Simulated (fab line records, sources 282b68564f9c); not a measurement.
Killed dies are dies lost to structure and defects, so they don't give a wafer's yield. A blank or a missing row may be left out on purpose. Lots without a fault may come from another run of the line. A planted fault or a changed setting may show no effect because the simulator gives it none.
One fault seen from 2 desks | flow rit_cmos | each desk has only its own numbers; what lay behind them comes last

THE TOOL OWNER'S DESK: litho_track-04
The tool's own readings at RIT_NLDD_DEVELOP_05 (develop time 50 s): means of the sampled wafers that have a number, for each lot that ran on this tool. A lot is out of limits, marked OUT, if its mean lies more than 4 standard deviations from the usual mean; the brackets give that distance.
Columns: A = chill_plate_temp_C at RIT_NLDD_DEVELOP_05, usual 22.99 C
lot  | first seen here | A
L526 | day 3 09:00     | 23.01
L527 | day 3 13:00     | 22.90
L529 | day 3 22:00     | 22.96
L532 | day 4 14:00     | 22.96
L543 | day 6 21:00     | 22.96
L544 | day 7 01:00     | 23.10
L545 | day 7 07:00     | 23.03
L546 | day 7 11:00     | 23.06
This desk's finding: nothing out of limits on any of the 8 lots.

THE METROLOGY DESK
What the gauges read, lot by lot, whatever tool the lot ran on: means of the sampled wafers that have a number. A lot is out of limits, marked OUT, if its mean lies more than 4 standard deviations from the usual mean; the brackets give that distance.
Columns: A = NRETRO_TW at RIT_NRETRO_TW_MEAS_10, usual 1053; B = REOX_OXIDE_THK at RIT_REOX_THK_MEAS_04, usual 25.0 nm; C = NLDD_TW at RIT_NLDD_TW_MEAS_10, usual 2495
lot  | first seen here | A    | B    | C
L523 | day 2 05:22     | 1064 | 25.0 | 2509
L524 | day 2 11:52     | 1060 | 24.7 | 2511
L525 | day 2 16:06     | 1039 | 25.1 | 2510
L526 | day 2 22:26     | 1043 | 25.4 | 2513
L527 | day 3 02:06     | 1059 | 25.7 | 2489
L528 | day 3 07:04     | 1042 | 25.5 | 2470
L529 | day 3 11:25     | 1061 | 25.9 | 30 (-99 or more) OUT
L532 | day 4 03:16     | 1047 | 25.3 | 30 (-99 or more) OUT
L535 | day 4 18:28     | 1047 | 25.1 | 2496
L538 | day 5 08:29     | 1053 | 24.8 | 2502
L543 | day 6 10:15     | 1048 | 24.9 | 2515
L544 | day 6 15:23     | 1059 | 25.4 | 2499
L545 | day 6 20:20     | 1060 | 24.7 | 2508
L546 | day 7 00:30     | 1056 | 24.2 | 2492
This desk's finding: out of limits on L529, L532; first on L529, day 3 23:02 (NLDD_TW at RIT_NLDD_TW_MEAS_10). In limits: L523, L524, L525, L526, L527, L528, L535, L538, L543, L544, L545, L546.

PUT TOGETHER
The metrology desk could have raised an alarm at day 3 23:02, on L529, L532.
The tool owner's desk saw nothing out of limits.
The tool owner's desk has L529, L532 on record, within its limits.
Of the lots named, all ran RIT_NLDD_DEVELOP_05 on litho_track-04.

WHAT THE SIMULATOR HAD PUT IN
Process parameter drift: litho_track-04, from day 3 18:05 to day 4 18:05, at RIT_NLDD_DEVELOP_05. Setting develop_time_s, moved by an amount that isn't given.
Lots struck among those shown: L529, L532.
Hours from the fault's start to each desk's first reading out of limits: the metrology desk, 5.
